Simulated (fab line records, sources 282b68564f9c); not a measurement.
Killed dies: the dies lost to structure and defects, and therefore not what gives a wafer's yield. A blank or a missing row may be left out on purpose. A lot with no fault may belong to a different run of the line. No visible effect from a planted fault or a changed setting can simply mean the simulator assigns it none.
fab line records    flow rit-cmos
record lots=7  wafers=21  last-day=7
route steps=202 shown NRETRO@55 PRETRO@64 M1@202
lots that met no fault: from a run of the same line without faults
start-h: hours from the record's first day to the start of the lot's first wafer shown    wait-h: how many hours have passed since the lot's step before this one    " as in the row above    L1.1+2: a row that stands for several wafers    - either no value or no given start    * or withheld: withheld    < > ~ a bound
route shown NAME@n: NAME is a module with steps in the file, n the number in the route of the first one    usual: mean/standard deviation of fault-free wafers    same: alike in all rows    chamber/n: place in a boat    sites: the reading at each site    _std_site: their standard deviation    _edge_site: outer sites' mean less inner sites'    radius-mm: for every site, how far away it sits from the centre of the wafer    mask NAME#n: copy n    behind: tool/chamber where the wafer was last shaped    hold: why the lot was held/for how many hours/how that ended    device: whichever transistor did not switch (one of n, p or np)    end of line: the route-end tests of the same wafers    a step without rows: its recipe alone    killed: dies lost to structure and defects at the first sort, not the wafer's yield    map: a wafer's dies, x killed, . not, _ none there
set.NAME: the setting that was run; set.NAME@STEP: the one run at that earlier step    model.NAME: the simulator's own value behind a step, which no gauge read
lots at some steps of the route; a table a step, a row a wafer
services: when a tool's chamber went out of use (start-h, in hours from the record's first day, below 0 if earlier), for how many hours, and the reason
## steps
# step RIT_NRETRO_SOFTBAKE_02
# recipe resist=NOVOLAK  temp-c=90  time-s=60
# step RIT_NRETRO_EXPOSE_03
# recipe mask-id=M4  na=0.57  target-cd-nm=43900  dose-mj=250
# step RIT_NRETRO_PEB_04
# recipe resist=NOVOLAK  temp-c=withheld  time-s=withheld
# step RIT_NRETRO_DEVELOP_05
# recipe resist=NOVOLAK  develop-time-s=68  dev-temp-c=23
# step RIT_NRETRO_OVL_MEAS_06
# usual NRETRO_OVL=0.5/1.6
lot.wafer  tool        chamber  start-h  wait-h  NRETRO_OVL[nm]
L932.1     overlay-01  -        66.51    -       0.7
L932.3     "           -        "        "       -0.9
L932.4     "           -        "        "       0.3
L934.1     overlay-02  -        75.31    -       2.6
L934.4     "           -        "        "       1.9
L934.5     "           -        "        "       1.7
L940.2     overlay-02  -        103.37   -       0.1
L940.4     "           -        "        "       0.6
L940.6     "           -        "        "       -1.7
L941.2     overlay-01  -        108.40   -       -1.0
L941.4     "           -        "        "       -2.3
L941.6     "           -        "        "       -1.9
L942.1     overlay-01  -        112.64   -       0.1
L942.2     "           -        "        "       1.0
L942.3     "           -        "        "       -1.1
L944.1     overlay-01  -        121.38   -       -0.7
L944.5     "           -        "        "       1.2
L944.6     "           -        "        "       0.3
L949.1     overlay-01  -        147.70   -       2.0
L949.4     "           -        "        "       0.9
L949.5     "           -        "        "       1.8
# step RIT_NRETRO_HARDBAKE_07
# recipe resist=NOVOLAK  temp-c=140  time-s=120
# step RIT_NRETRO_IMPLANT_08
# recipe species=P  energy-kev=70  dose-cm2=1e+13  tilt-deg=7
# step RIT_NRETRO_STRIP_09
# recipe chemistry=O2  time-s=180  resist=NOVOLAK  platen-temp-c=withheld  power-w=500  pressure-mtorr=4000  o2-flow-sccm=4000
# usual drypump-motor-current-A=5.82/0.24  o2-flow-sccm=4000/12
lot.wafer  tool             chamber  start-h  wait-h  drypump-motor-current-A  o2-flow-sccm  rf-hours-counter-h
L932.1     plasma-asher-01  1        66.94    0.1     6.08                     3989          39
L932.3     "                1        "        "       6.07                     3985          -
L932.4     "                0        "        "       5.74                     3998          -
L934.1     plasma-asher-01  0        75.77    0.1     5.74                     4023          40
L934.4     "                1        "        "       6.09                     4000          -
L934.5     "                1        "        "       6.06                     4017          -
L940.2     plasma-asher-02  0        103.80   0.1     5.77                     3977          31
L940.4     "                0        "        "       5.76                     3991          -
L940.6     "                0        "        "       5.76                     4002          -
L941.2     plasma-asher-02  0        108.83   0.1     5.77                     3990          31
L941.4     "                1        "        "       6.01                     4011          -
L941.6     "                0        "        "       5.78                     4001          -
L942.1     plasma-asher-02  1        113.08   0.1     6.00                     3997          32
L942.2     "                0        "        "       5.79                     4005          32
L942.3     "                1        "        "       6.00                     3987          -
L944.1     plasma-asher-02  0        121.82   0.1     5.75                     3993          33
L944.5     "                0        "        "       5.76                     3995          -
L944.6     "                1        "        "       6.00                     3969          -
L949.1     plasma-asher-01  0        148.14   0.1     5.74                     4003          49
L949.4     "                1        "        "       6.05                     3990          -
L949.5     "                0        "        "       5.73                     4009          -
# step RIT_NRETRO_TW_MEAS_10
# usual NRETRO_TW=1049/5.6
lot.wafer  tool           chamber  start-h  wait-h  NRETRO_TW
L932.1     film-metro-03  -        67.12    0.1     1046
L932.3     "              -        "        "       1052
L932.4     "              -        "        "       1054
L934.1     film-metro-02  -        75.94    0.1     1047
L934.4     "              -        "        "       1053
L934.5     "              -        "        "       1048
L940.2     film-metro-03  -        103.99   0.1     1043
L940.4     "              -        "        "       1045
L940.6     "              -        "        "       1047
L941.2     film-metro-01  -        109.02   0.1     1045
L941.4     "              -        "        "       1046
L941.6     "              -        "        "       1044
L942.1     film-metro-01  -        113.25   0.1     1042
L942.2     "              -        "        "       1043
L942.3     "              -        "        "       1044
L944.1     film-metro-03  -        121.99   0.1     1055
L944.5     "              -        "        "       1054
L944.6     "              -        "        "       1052
L949.1     film-metro-02  -        148.31   0.1     1046
L949.4     "              -        "        "       1048
L949.5     "              -        "        "       1050
# step RIT_PRETRO_HMDS_00
# recipe prime-time-s=60  prime-temp-c=140
# step RIT_PRETRO_COAT_01
# recipe resist=NOVOLAK  spin-rpm=2000  resist-thk-nm=1300
# step RIT_PRETRO_SOFTBAKE_02
# recipe resist=NOVOLAK  temp-c=90  time-s=60
# step RIT_PRETRO_EXPOSE_03
# recipe mask-id=M5  na=0.57  target-cd-nm=43700  dose-mj=250
lot.wafer   tool              chamber  start-h  wait-h  mask  model.PRETRO.overlay-x-nm
L932.1+3+4  iline-stepper-02  0        67.75    0.2     M5#0  0.0128
L934.1+4+5  iline-stepper-01  0        76.58    0.2     M5#0  -0.7292
L940.2+4+6  iline-stepper-02  0        104.63   0.2     M5#0  -150.5
L941.2+4+6  iline-stepper-02  0        109.54   0.1     M5#0  -149.5
L942.1+2+3  iline-stepper-02  0        113.76   0.1     M5#0  -151.1
L944.1+5+6  iline-stepper-01  0        122.63   0.2     M5#0  -0.3007
L949.1+4+5  iline-stepper-01  0        148.82   0.1     M5#0  -0.9254
# step RIT_PRETRO_PEB_04
# recipe resist=NOVOLAK  temp-c=withheld  time-s=withheld
# step RIT_PRETRO_DEVELOP_05
# recipe resist=NOVOLAK  develop-time-s=68  dev-temp-c=23
# step RIT_PRETRO_OVL_MEAS_06
# usual PRETRO_OVL=-0.5/1.4
lot.wafer  tool        chamber  start-h  wait-h  PRETRO_OVL[nm]
L932.1     overlay-01  -        68.18    -       1.4
L932.3     "           -        "        "       -2.0
L932.4     "           -        "        "       -0.1
L934.1     overlay-01  -        77.01    -       -0.2
L934.4     "           -        "        "       -1.0
L934.5     "           -        "        "       -1.4
L940.2     overlay-02  -        105.05   -       -150.6
L940.4     "           -        "        "       -150.2
L940.6     "           -        "        "       -151.3
L941.2     overlay-01  -        109.96   -       -148.7
L941.4     "           -        "        "       -150.9
L941.6     "           -        "        "       -151.1
L942.1     overlay-02  -        114.19   -       -149.0
L942.2     "           -        "        "       -149.6
L942.3     "           -        "        "       -151.0
L944.1     overlay-02  -        123.06   -       0.5
L944.5     "           -        "        "       1.8
L944.6     "           -        "        "       0.7
L949.1     overlay-01  -        149.25   -       -0.4
L949.4     "           -        "        "       -3.1
L949.5     "           -        "        "       -1.7
# step RIT_PRETRO_HARDBAKE_07
# recipe resist=NOVOLAK  temp-c=140  time-s=120
# step RIT_M1_PROBE_99
# usual killed-at-contacts=0.1/0.37  killed-at-front-end=6.9/2.9  killed-dies=7.1/2.9  killed-open=3.3/1.8  killed-short=3.6/2.2
# same gross-dies=264  killed_at_M0_to_M3=0  killed_at_M4_up=0  killed-at-back-side=0  killed-at-other=0
lot.wafer  tool       chamber  start-h  wait-h  killed-at-contacts  killed-at-front-end  killed-dies  killed-open  killed-short  model.etest.retro-edge-nmos.off-log10-a-um  model.etest.retro-edge-pmos.off-log10-a-um
L932.1     prober-01  -        101.40   0.1     1                   6                    7            2            4             -9.99                                       -10.54
L932.3     prober-01  -        101.50   0.2     0                   9                    9            8            1             -9.995                                      -10.22
L932.4     prober-01  -        101.55   0.2     0                   7                    7            4            3             -9.698                                      -10.41
L934.1     prober-01  -        106.96   0.1     0                   4                    4            3            1             -10.38                                      -10.29
L934.4     prober-01  -        107.11   0.2     0                   7                    7            4            3             -10.07                                      -10.29
L934.5     prober-01  -        107.16   0.2     1                   12                   13           7            6             -10.35                                      -10.17
L940.2     prober-01  -        133.52   0.1     0                   8                    8            2            6             -9.317                                      -9.505
L940.4     prober-01  -        133.62   0.2     0                   4                    4            3            1             -9.24                                       -9.552
L940.6     prober-01  -        133.72   0.2     0                   7                    7            3            4             -8.876                                      -9.544
L941.2     prober-02  -        138.89   0.1     0                   10                   10           4            6             -9.603                                      -9.713
L941.4     prober-02  -        138.99   0.2     0                   6                    6            2            4             -9.344                                      -9.662
L941.6     prober-02  -        139.09   0.2     0                   5                    5            3            2             -9.837                                      -9.794
L942.1     prober-01  -        142.69   0.1     0                   3                    3            2            1             -9.484                                      -9.246
L942.2     prober-01  -        142.74   0.1     0                   8                    8            5            3             -9.092                                      -9.202
L942.3     prober-01  -        142.79   0.2     0                   6                    6            3            3             -9.124                                      -9.374
L944.1     prober-01  -        156.66   0.1     0                   5                    5            2            3             -10.04                                      -9.794
L944.5     prober-01  -        156.86   0.2     0                   15                   15           7            8             -10.11                                      -10.09
L944.6     prober-01  -        156.91   0.2     2                   8                    10           3            5             -10.02                                      -10.14
L949.1     prober-02  -        179.76   0.1     0                   9                    9            7            2             -10.43                                      -10.1
L949.4     prober-02  -        179.91   0.2     0                   5                    5            4            1             -10.36                                      -10.28
L949.5     prober-02  -        179.96   0.2     0                   9                    9            3            6             -10.02                                      -9.916
# killed by level:class
L932.1 FOX1:geometric-particle:short=2 FOX1:geometric-particle:open=1 GATE:geometric-particle:open=1 SPACER:geometric-particle:short=1 CONTACT:geometric-particle:short=1 PRETRO:coat-microbubble-printed=1
L932.3 GATE:geometric-particle:open=4 SPACER:geometric-particle:open=2 FOX1:geometric-particle:open=1 FOX2:geometric-particle:short=1 FOX2:geometric-particle:open=1
L932.4 GATE:geometric-particle:open=3 GATE:geometric-particle:short=2 REOX:geometric-particle:open=1 SILICIDE:geometric-particle:short=1
L934.1 GATE:geometric-particle:open=2 GATE:geometric-particle:short=1 SILICIDE:geometric-particle:open=1
L934.4 SPACER:geometric-particle:short=2 ACTIVE:geometric-particle:short=1 FOX1:geometric-particle:open=1 GATE:geometric-particle:open=1 REOX:geometric-particle:open=1 SPACER:geometric-particle:open=1
L934.5 GATE:geometric-particle:open=5 GATE:geometric-particle:short=4 SPACER:geometric-particle:short=1 SPACER:geometric-particle:open=1 SILICIDE:geometric-particle:short=1 CONTACT:geometric-particle:open=1
L940.2 GATE:geometric-particle:short=4 FOX2:geometric-particle:short=1 FOX2:geometric-particle:open=1 GATE:geometric-particle:open=1 SPACER:geometric-particle:short=1
L940.4 GATE:geometric-particle:open=1 GATE:geometric-particle:short=1 REOX:geometric-particle:open=1 SILICIDE:geometric-particle:open=1
L940.6 FOX1:geometric-particle:open=2 FOX2:geometric-particle:short=1 GATE:geometric-particle:short=1 SPACER:geometric-particle:short=1 SPACER:geometric-particle:open=1 SILICIDE:geometric-particle:short=1
L941.2 FOX1:geometric-particle:short=3 GATE:geometric-particle:short=2 FOX1:geometric-particle:open=1 GATE:geometric-particle:open=1 REOX:geometric-particle:open=1 REOX:geometric-particle:short=1 SILICIDE:geometric-particle:open=1
L941.4 SILICIDE:geometric-particle:short=2 FOX1:geometric-particle:open=1 FOX1:geometric-particle:short=1 GATE:geometric-particle:short=1 REOX:geometric-particle:open=1
L941.6 FOX1:geometric-particle:open=2 GATE:geometric-particle:short=1 GATE:geometric-particle:open=1 REOX:geometric-particle:short=1
L942.1 FOX1:geometric-particle:short=1 FOX1:geometric-particle:open=1 SILICIDE:geometric-particle:open=1
L942.2 GATE:geometric-particle:open=4 SPACER:geometric-particle:short=2 REOX:geometric-particle:open=1 SILICIDE:geometric-particle:short=1
L942.3 GATE:geometric-particle:short=2 FOX1:geometric-particle:open=1 GATE:geometric-particle:open=1 REOX:geometric-particle:short=1 SPACER:geometric-particle:open=1
L944.1 GATE:geometric-particle:short=2 FOX2:geometric-particle:open=1 FOX2:geometric-particle:short=1 GATE:geometric-particle:open=1
L944.5 REOX:geometric-particle:open=3 GATE:geometric-particle:open=2 GATE:geometric-particle:short=2 REOX:geometric-particle:short=2 SILICIDE:geometric-particle:open=2 SILICIDE:geometric-particle:short=2 FOX1:geometric-particle:short=1 FOX2:geometric-particle:short=1
L944.6 FOX1:geometric-particle:open=2 SILICIDE:geometric-particle:short=2 CONTACT:coat-microbubble-printed=2 FOX1:geometric-particle:short=1 FOX2:geometric-particle:short=1 GATE:geometric-particle:open=1 SPACER:geometric-particle:short=1
L949.1 FOX1:geometric-particle:open=2 GATE:geometric-particle:open=2 REOX:geometric-particle:open=2 FOX1:geometric-particle:short=1 FOX2:geometric-particle:open=1 SPACER:geometric-particle:short=1
L949.4 GATE:geometric-particle:open=4 GATE:geometric-particle:short=1
L949.5 GATE:geometric-particle:short=4 REOX:geometric-particle:short=2 REOX:geometric-particle:open=2 GATE:geometric-particle:open=1
## services
tool              chamber  start-h  hours  kind
plasma-asher-02   -        58.08    9.8    repair
plasma-asher-02   -        67.84    9.9    pm
iline-stepper-01  -        75.03    0.8    repair
iline-stepper-02  -        137.05   6.8    repair
iline-stepper-01  -        143.87   1.7    pm
## key
first-sign step=RIT_PRETRO_OVL_MEAS_06  reading=PRETRO_OVL  direction=down  sigmas=99+  usual=-0.5  struck=-150.3
effect none on later readings
model-effect step=RIT_PRETRO_EXPOSE_03  value=PRETRO.overlay-x-nm  without=-0.355  struck=-150.4
model-effect step=RIT_M1_PROBE_99  value=etest.retro-edge-nmos.off-log10-a-um  without=-9.922  struck=-9.324
met-at RIT_PRETRO_EXPOSE_03
struck-wafers L940.2,L940.4,L940.6,L941.2,L941.4,L941.6,L942.1,L942.2,L942.3
tester-left-out L940,L941,L942
onset-between 67.75 104.63
fault kind=scanner-matching-overlay  tool=iline-stepper-02  chamber=-  onset-h=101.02  steps=RIT_PRETRO_EXPOSE_03  offset=-150
# tester-left-out: of these lots the tester's yield and bins aren't shown, on N5 and GAA mostly nor the transistor test; their killed dies are dies lost to structure and defects alone, not to doping, threshold or leakage, so they don't give the yield
